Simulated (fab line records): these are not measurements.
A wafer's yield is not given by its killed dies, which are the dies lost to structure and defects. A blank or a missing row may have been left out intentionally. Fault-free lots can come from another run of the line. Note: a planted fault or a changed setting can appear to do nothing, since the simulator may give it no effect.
A lot that was struck, set against a sound lot | flow rit cmos | 15 out of 202 route steps
Sound: these wafers, L620.3, L620.5, L620.6. Wafers struck: L629.2, L629.5, L629.6. Last of all comes the cause.
For every step that has rows: the tool of each side, followed by ch and its chambers, followed by its first start. Under that, the readings that differ: sound wafers | struck wafers | difference of the means | sigmas: that difference in standard deviations of wafers without a fault.
alike: readings with means less than 2 such deviations apart, plus words and numbers identical on both sides. not compared: withheld readings, readings lacking a value on some wafer, bounds such as >300 that could conceal the same value, and numbers that have no deviation in the record and whose values overlap.
The two part at a step that has a row with sigmas, a row that says differs or no value, or rows on one side only. Numbers that have no deviation but don't overlap get no sigmas and don't part them. Lack of a reading on every wafer of one side parts them only where that side has two or more wafers.

first, 3 steps without rows for these wafers: RIT_SPACER_CLEAN_01 (cleans in dHF, time 30 s); RIT_SPACER_CLEAN_02 (cleans in SC2, time 600 s); RIT_SPACER_CVD_03 (deposits Si3N4 from SiH2Cl2/NH3, target thk 250 nm, time 3300 s).
RIT_SPACER_THK_MEAS_04:
  sound on film metro-03, day 4 05:02; struck on film metro-04, day 6 02:01
  alike: SPACER_NITRIDE_THK
RIT_SPACER_ETCHBACK_05: etches Si3N4 in SF6/CHF3, stops on SiO2, target depth 250 nm, time 240 s.
  sound on rie diel-01 ch 0,3, day 4 05:04; struck on rie diel-02 ch 1,2,3, day 6 02:04
  alike: SF6_flow_sccm, drypump motor current A, oes product au, rf fwd power W, throttle valve pct
  not compared: rf hours counter h
then, 6 steps without rows for these wafers: RIT_NSD_HMDS_00 (prime time 60 s); RIT_NSD_COAT_01 (resist thk 1000 nm); RIT_NSD_SOFTBAKE_02 (time 60 s); RIT_NSD_EXPOSE_03 (exposes mask M9, target cd 40700 nm); RIT_NSD_PEB_04; RIT_NSD_DEVELOP_05 (develop time 50 s).
RIT_NSD_OVL_MEAS_06:
  sound on overlay-01, day 4 06:06; struck on overlay-02, day 6 03:13
  alike: NSD_OVL
RIT_NSD_HARDBAKE_07: time 60 s.
  sound on litho track-01 ch 0, day 4 06:17; struck on litho track-03 ch 0, day 6 03:23
  reading                                  | sound                | struck               | difference | sigmas
  heater power total W (W)                 | 62.61 62.46 62.45    | 60.13 60.07 60.05    | -2.42      | -45
  plate temp C (C)                         | 139.88 139.86 139.89 | 135.85 135.43 135.37 | -4.33      | -31
  model.NOVOLAK_of_NSD_COAT_01.thk nm (nm) | 885.5 883.2 883.2    | 890.4 890.3 890.8    | +6.5       |
  alike: exhaust pa
following that, these wafers have no rows for 1 step: RIT_NSD_IMPLANT_08.
RIT_M1_PROBE_99:
  sound on prober-02, day 4 16:08; struck on prober-02, day 6 13:20
  alike: killed at front end, killed dies, killed open, killed short

## WHERE THEY PART
Within this record, at RIT_NSD_HARDBAKE_07 only. Later steps at which nothing parts them and some readings are alike: RIT_M1_PROBE_99.

WHY: the cause the simulator had injected
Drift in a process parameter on litho track-03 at RIT_NSD_HARDBAKE_07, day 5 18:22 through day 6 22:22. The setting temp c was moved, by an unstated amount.
